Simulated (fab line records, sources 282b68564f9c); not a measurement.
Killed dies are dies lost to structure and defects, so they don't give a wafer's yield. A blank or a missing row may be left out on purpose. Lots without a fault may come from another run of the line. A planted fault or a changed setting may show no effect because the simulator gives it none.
A struck lot beside a sound one | flow rit_cmos | 34 steps out of a route of 202
Sound: wafers L886.4, L886.5, L886.6. Struck: wafers L890.1, L890.2, L890.5. The cause comes at the end.
At each step with rows: each side's tool, then ch and its chambers, then its first start. Under that, the readings that differ: sound wafers | struck wafers | difference of the means | sigmas: that difference in standard deviations of wafers without a fault.
alike: readings whose means differ by less than 2 such deviations, and words and numbers that are the same on both sides. not compared: withheld readings, readings that some wafer has no value for, bounds like >300 that may hide the same value, and numbers for which the record gives no deviation and whose values overlap.
The two part at a step that has a row with sigmas, a row that says differs or no value, or rows on one side only. Numbers that don't overlap but have no deviation are shown without sigmas and don't part them. A reading that every wafer of one side lacks parts them only if that side has two wafers or more.

first, 2 steps without rows for these wafers: RIT_SPACER_CLEAN_02 (cleans in SC2, time 600 s); RIT_SPACER_CVD_03 (deposits Si3N4 from SiH2Cl2/NH3, target thk 250 nm, time 3300 s).
RIT_SPACER_THK_MEAS_04:
  sound on film_metro-01, day 3 21:28; struck on film_metro-01, day 4 15:46
  reading                 | sound             | struck            | difference | sigmas
  SPACER_NITRIDE_THK (nm) | 251.9 251.0 251.7 | 242.2 243.4 245.4 | -7.9       | -3
RIT_SPACER_ETCHBACK_05: etches Si3N4 in SF6/CHF3, stops on SiO2, target depth 250 nm, time 240 s.
  sound on rie_diel-02 ch 0,1,2, day 3 21:30; struck on rie_diel-02 ch 1,2, day 4 15:49
  reading               | sound             | struck            | difference | sigmas
  oes_product_au (a.u.) | 0.829 0.859 0.841 | 0.823 0.809 0.816 | -0.027     | -2
  alike: drypump_motor_current_A, throttle_valve_pct
  not compared: rf_hours_counter_h
then, 6 steps without rows for these wafers: RIT_NSD_HMDS_00 (prime time 60 s); RIT_NSD_COAT_01 (resist thk 1000 nm); RIT_NSD_SOFTBAKE_02 (time 60 s); RIT_NSD_EXPOSE_03 (exposes mask M9, target cd 40700 nm); RIT_NSD_PEB_04; RIT_NSD_DEVELOP_05 (develop time 50 s).
RIT_NSD_OVL_MEAS_06:
  sound on overlay-01, day 3 22:31; struck on overlay-02, day 4 16:50
  reading      | sound       | struck        | difference | sigmas
  NSD_OVL (nm) | 1.6 1.9 1.7 | -2.2 0.9 -2.4 | -3.0       | -2
then, 1 step without rows for these wafers: RIT_NSD_HARDBAKE_07 (time 60 s).
RIT_NSD_IMPLANT_08:
  sound on implanter-01 ch 0, day 3 22:46; struck on implanter-01 ch 0, day 4 17:01
  reading            | sound             | struck               | difference | sigmas
  tilt_deg (degrees) | 7.050 7.035 7.020 | 12.233 12.257 12.257 | +5.214     | +99 or more
  alike: end_station_pressure_torr
RIT_NSD_STRIP_09: strips in O2, time 180 s.
  sound on plasma_asher-02 ch 0,1, day 3 22:53; struck on plasma_asher-01 ch 0,1, day 4 17:10
  alike: drypump_motor_current_A
  not compared: rf_hours_counter_h
RIT_NSD_TW_MEAS_10:
  sound on film_metro-04, day 3 23:02; struck on film_metro-01, day 4 17:20
  alike: NSD_TW
then, 6 steps without rows for these wafers: RIT_PSD_HMDS_00 (prime time 60 s); RIT_PSD_COAT_01 (resist thk 1000 nm); RIT_PSD_SOFTBAKE_02 (time 60 s); RIT_PSD_EXPOSE_03 (exposes mask M10, target cd 40900 nm); RIT_PSD_PEB_04; RIT_PSD_DEVELOP_05 (develop time 50 s).
RIT_PSD_OVL_MEAS_06:
  sound on overlay-01, day 4 00:17; struck on overlay-02, day 4 18:15
  alike: PSD_OVL
then, 2 steps without rows for these wafers: RIT_PSD_HARDBAKE_07 (time 60 s); RIT_PSD_IMPLANT_08.
RIT_PSD_STRIP_09: strips in O2, time 180 s.
  sound on plasma_asher-01 ch 0,1, day 4 00:49; struck on plasma_asher-03 ch 0,1, day 4 18:35
  reading                     | sound       | struck      | difference | sigmas
  drypump_motor_current_A (A) | 5.5 5.1 5.5 | 6.7 5.9 6.7 | +1.1       | +2
  not compared: rf_hours_counter_h
RIT_PSD_TW_MEAS_10:
  sound on film_metro-03, day 4 00:58; struck on film_metro-01, day 4 18:46
  reading | sound          | struck         | difference | sigmas
  PSD_TW  | 3381 3359 3368 | 3441 3425 3437 | +65        | +3
then, 3 steps without rows for these wafers: RIT_SDANNEAL_CLEAN_00 (cleans in SC1, time 600 s); RIT_SDANNEAL_CLEAN_01 (cleans in dHF, time 30 s); RIT_SDANNEAL_CLEAN_02 (cleans in SC2, time 600 s).
RIT_SDANNEAL_RTA_03: time 5 s.
  sound on rtp_anneal-02 ch 0, day 4 01:25; struck on rtp_anneal-02 ch 0, day 4 19:13
  alike: ramp_down_c_per_s, wafer_temp_C_max
RIT_SDANNEAL_RS_MEAS_04: measures by four-point-probe.
  sound on film_metro-04, day 4 01:31; struck on film_metro-04, day 4 19:16
  alike: PSD_RS
RIT_SDANNEAL_RS_MEAS_05: measures by four-point-probe.
  sound on film_metro-04, day 4 01:38; struck on film_metro-04, day 4 19:23
  reading         | sound             | struck | difference                    | sigmas
  NSD_RS (ohm/sq) | 84.48 84.60 84.65 | - - -  | no value on the struck wafers |
RIT_SDANNEAL_RS_MEAS_06: measures by four-point-probe.
  sound on film_metro-04, day 4 01:45; struck on film_metro-04, day 4 19:31
  alike: PLDD_RS
RIT_M1_PROBE_99:
  sound on prober-01, day 4 09:00; struck on prober-01, day 5 02:40
  reading                                 | sound             | struck            | difference | sigmas
  model.etest.diode_nplus_pwell.bv_v (V)  | 6.018 6.006 6.03  | 5.746 5.734 5.756 | -0.273     |
  model.etest.nmos_0p3.bv_v (V)           | 5.558 5.561 5.583 | 5.375 5.383 5.374 | -0.190     |
  model.etest.nmos_0p15.bv_v (V)          | 5.558 5.561 5.583 | 5.375 5.383 5.374 | -0.190     |
  model.etest.diode_nplus_pwell.cj_ff_um2 | 2.045 2.059 2.05  | 2.159 2.172 2.153 | +0.110     |
  model.etest.diode_nplus_comb.cj_ff_um2  | 2.648 2.649 2.633 | 2.772 2.758 2.761 | +0.120     |
  alike: killed_at_contacts, killed_at_front_end, killed_dies, killed_open, killed_short

WHERE THEY PART
First at RIT_SPACER_THK_MEAS_04; last, within this record, at RIT_SDANNEAL_RS_MEAS_05. Later steps at which nothing parts them and some readings are alike: RIT_SDANNEAL_RS_MEAS_06, RIT_M1_PROBE_99.

WHY: what the simulator had put in
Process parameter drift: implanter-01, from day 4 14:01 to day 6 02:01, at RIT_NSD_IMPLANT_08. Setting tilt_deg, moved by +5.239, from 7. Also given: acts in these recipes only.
